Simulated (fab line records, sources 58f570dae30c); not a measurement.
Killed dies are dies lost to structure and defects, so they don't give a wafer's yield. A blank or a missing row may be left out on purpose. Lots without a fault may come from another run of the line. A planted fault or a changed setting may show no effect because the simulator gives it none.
Which tool did it? | flow berkeley_cmos170 | 14 lots, 42 wafers sampled, at 1 step of a route of 331

WHAT THE GAUGES READ, wafer by wafer
UCB170_GATE_THK_MEAS_02.
lot  | measured     | on            | GATE_OXIDE_THK (nm)
L175 | day 5 18:47  | film_metro-04 | 6.48 6.54 6.56
L176 | day 6 01:56  | film_metro-03 | 6.75 6.85 6.66
L177 | day 6 06:54  | film_metro-02 | 6.46 6.60 6.40
L178 | day 6 18:43  | film_metro-04 | 6.57 6.53 6.50
L179 | day 6 18:44  | film_metro-02 | 6.53 6.59 6.57
L180 | day 6 23:27  | film_metro-04 | 6.53 6.50 6.48
L181 | day 6 23:28  | film_metro-02 | 6.75 6.78 6.73
L187 | day 8 11:56  | film_metro-04 | 6.34 6.62 6.37
L190 | day 8 19:58  | film_metro-03 | 6.67 6.70 6.71
L192 | day 9 06:02  | film_metro-02 | 6.63 6.66 6.67
L191 | day 9 06:05  | film_metro-02 | 6.40 6.61 6.56
L194 | day 10 02:08 | film_metro-02 | 6.58 6.44 6.57
L195 | day 10 07:56 | film_metro-04 | 6.72 6.53 6.52
L197 | day 10 15:26 | film_metro-02 | 6.61 6.56 6.56

WHICH TOOL RAN EACH LOT (tool, then ch and the chambers of the sampled wafers, then the start)
The record holds no process step before these readings.

WHAT THE TOOLS THEMSELVES READ (means of the sampled wafers that have a number; where no wafer has one, the mark that the record gives instead)
The record holds no such reading with a usual standard deviation.

THE ANSWER, worked out from the rows above alone
Rule: what is usual is taken from the lots themselves. Put in order of their means at a reading, lots are off if they are a third of the lots or fewer, leave a main group of 4 or more, and stand apart from it by a gap of 3 or more times the standard deviation of the main group's means; of several such gaps the widest counts. A main group whose means are all the same, to the digits that the tables above print for the reading, isn't used. A lot without any number at a reading at which 4 lots or more have one is off too. The other lots that the step has rows for count as sound. The gauges are gone through in route order, then the tools' own readings, and for those a lot's mean is taken as printed above. The first step at which some lot is off is used, and at that step the reading that is off furthest; a lot without a number counts as furthest.
No lot is off at any reading shown: from this, nothing can be told.

WHAT THE SIMULATOR HAD PUT IN
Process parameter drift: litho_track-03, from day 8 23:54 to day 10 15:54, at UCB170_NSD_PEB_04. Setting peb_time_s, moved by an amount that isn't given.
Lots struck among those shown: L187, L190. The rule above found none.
